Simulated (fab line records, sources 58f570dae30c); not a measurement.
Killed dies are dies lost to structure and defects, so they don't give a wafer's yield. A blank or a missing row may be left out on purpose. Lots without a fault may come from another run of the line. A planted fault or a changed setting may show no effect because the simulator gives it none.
A struck lot beside a sound one | flow berkeley_cmos170 | 16 steps out of a route of 331
Sound: wafers L995.1, L995.3, L995.5. Struck: wafers L111.2, L111.4, L111.5. The cause comes at the end.
At each step with rows: each side's tool, then ch and its chambers, then its first start. Under that, the readings that differ: sound wafers | struck wafers | difference of the means | sigmas: that difference in standard deviations of wafers without a fault.
alike: readings whose means differ by less than 2 such deviations, and words and numbers that are the same on both sides. not compared: withheld readings, readings that some wafer has no value for, bounds like >300 that may hide the same value, and numbers for which the record gives no deviation and whose values overlap.
The two part at a step that has a row with sigmas, a row that says differs or no value, or rows on one side only. Numbers that don't overlap but have no deviation are shown without sigmas and don't part them. A reading that every wafer of one side lacks parts them only if that side has two wafers or more.

UCB170_NWELL_ETCH_13: etches Si3N4 in CH3F/Ar/O2, stops on SiO2, target depth 246.4 nm, time 154 s.
  sound on rie_diel-01 ch 1,2,3, day 2 17:11; struck on rie_diel-01 ch 0,1,3, day 5 18:46
  alike: CH3F_flow_sccm, chamber_pressure_mTorr, drypump_motor_current_A, oes_product_au, throttle_valve_pct
  not compared: rf_hours_counter_h
then, 1 step without rows for these wafers: UCB170_NWELL_IMPLANT_14.
UCB170_NWELL_STRIP_15: strips in O2.
  sound on plasma_asher-03 ch 0,1, day 2 17:26; struck on plasma_asher-03 ch 0,1, day 5 19:01
  alike: chamber_pressure_mTorr, drypump_motor_current_A, oes_product_au, strip_time_to_endpoint_s
  not compared: rf_hours_counter_h
UCB170_NWELL_TW_MEAS_16:
  sound on film_metro-01, day 2 17:32; struck on film_metro-04, day 5 19:07
  alike: NWELL_TW
then, 6 steps without rows for these wafers: UCB170_NWELL_CLEAN_17 (cleans in SPM, time 600 s); UCB170_NWELL_WET_ETCH_18 (etches Si3N4 in H3PO4, time 14400 s); UCB170_NWELL_WET_ETCH_19 (etches SiO2 in BOE, time 22 s); UCB170_PWELL_CLEAN_00 (cleans in SPM, time 600 s); UCB170_PWELL_CLEAN_01 (cleans in dHF, time 60 s); UCB170_PWELL_OXIDATION_02 (target thk 26.4 nm, ox time 1260 s).
UCB170_PWELL_THK_MEAS_03:
  sound on film_metro-04, day 3 01:26; struck on film_metro-03, day 6 01:49
  alike: PWELL_OXIDE_THK
then, 1 step without rows for these wafers: UCB170_PWELL_ANNEAL_04 (time 900 s).
UCB170_PWELL_CVD_05: deposits Si3N4 from SiH2Cl2/NH3, target thk 220 nm, time 3300 s.
  sound on lpcvd-01 ch 1, day 3 05:17; struck on lpcvd-01 ch 1, day 6 04:42
UCB170_PWELL_THK_MEAS_06:
  sound on film_metro-01, day 3 07:13; struck on film_metro-04, day 6 06:38
  reading                | sound             | struck            | difference | sigmas
  PWELL_NITRIDE_THK (nm) | 218.0 218.8 218.8 | 211.6 208.4 208.4 | -9.1       | -4
then, 2 steps without rows for these wafers: UCB170_PWELL_HMDS_07 (prime time 60 s); UCB170_M3_PROBE_99.

WHERE THEY PART
Only at UCB170_PWELL_THK_MEAS_06, within this record.

WHY: what the simulator had put in
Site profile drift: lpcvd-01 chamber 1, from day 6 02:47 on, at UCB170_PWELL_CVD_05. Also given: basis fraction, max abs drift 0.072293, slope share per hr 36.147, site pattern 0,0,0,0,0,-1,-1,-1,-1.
